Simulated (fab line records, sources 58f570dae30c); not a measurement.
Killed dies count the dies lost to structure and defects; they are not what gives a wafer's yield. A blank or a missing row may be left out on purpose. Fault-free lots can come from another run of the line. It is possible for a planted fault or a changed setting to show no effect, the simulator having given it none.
8D (eight disciplines) problem report, filled in by code / flow berkeleyCmos170 / the parts of the form that need people (team, actions taken, sign-off) are left out

1. PROBLEM STATEMENT
Mean of heaterPowerTotalW at UCB170_PWELL_PEB_11: 57.65 W across 6 wafers in 2 lots; on wafers with no fault it is 56.80 W (standard deviation 0.039). That is +22 standard deviations from the usual mean.
First seen on wafer L316.1, day 5 00:59, on lithoTrack-03. Wafers with a number at this step in the record: 42, from 14 lots. Rule for "out" (also "out of limits"): further than 4 standard deviations from the usual mean. Any other wafer with a number is counted as sound.

2. WHAT IT IS; WHAT IT IS NOT
question=which readings at this step | is=heaterPowerTotalW, plateTempC | is not=-
question=which lots | is=L316, L319 | is not=L309, L310, L311, L312, L313, L314, L315, L328, L329, L330, L331, L332
question=which wafers of those lots | is=all that have a number | is not=-
question=read on which tools | is=lithoTrack-03 | is not=lithoTrack-02, lithoTrack-04
question=when | is=from day 5 00:59 | is not=up to then (21 sound wafers); but 15 sound wafers of L328, L329, L330, L331, L332 came after

3. WHAT RULES OUT EACH SUSPECT
Counting: a tool at any process step up to the reading remains a suspect when it ran all the lots that are out and ran no sound lot after the first of those.
- lithoTrack-03 at UCB170_PWELL_PEB_11: kept. All lots that are out passed through it, beginning with L316 at day 5 00:59, and no sound lot followed; its final sound lot before that point was L315 at day 4 18:34. On those wafers its own readings are out: heaterPowerTotalW, plateTempC.
After counting, what remains is lithoTrack-03 at UCB170_PWELL_PEB_11.

4. THE CAUSE (what the simulator had put in)
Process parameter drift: lithoTrack-03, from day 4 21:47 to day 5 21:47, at UCB170_PWELL_PEB_11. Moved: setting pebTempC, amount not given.
This tool alone remained once counting was done.

5. THE CHAIN OF EFFECTS, in route order
Rows list readings where the struck wafers' mean (over those with a number) sits beyond 3 standard deviations from the usual. Only readings whose record carries a usual standard deviation are examined. hours: median over the lots of the time between each lot's start at the first step of this table that gives one and its start at this step. sigmas: the change, counted in usual standard deviations.
hours=0; step=UCB170_PWELL_PEB_11; reading=heaterPowerTotalW; usual=56.80 W; on struck wafers=57.65; change=+0.85; sigmas=+22
hours=0; step=UCB170_PWELL_PEB_11; reading=plateTempC; usual=130.02 C; on struck wafers=131.42; change=+1.40; sigmas=+10
Here are the process steps it includes:
- UCB170_PWELL_PEB_11
Later steps that measure or inspect, where all struck wafers having a row at the step show a number for every such reading and not one has moved that far: UCB170_PWELL_OVL_MEAS_13, UCB170_PFIELD_TW_MEAS_09.

6. HOW IT WOULD HAVE BEEN CAUGHT EARLIER
3 hours passed between the start of the fault at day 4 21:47 and the first reading out of limits in this record, taken at day 5 00:59.
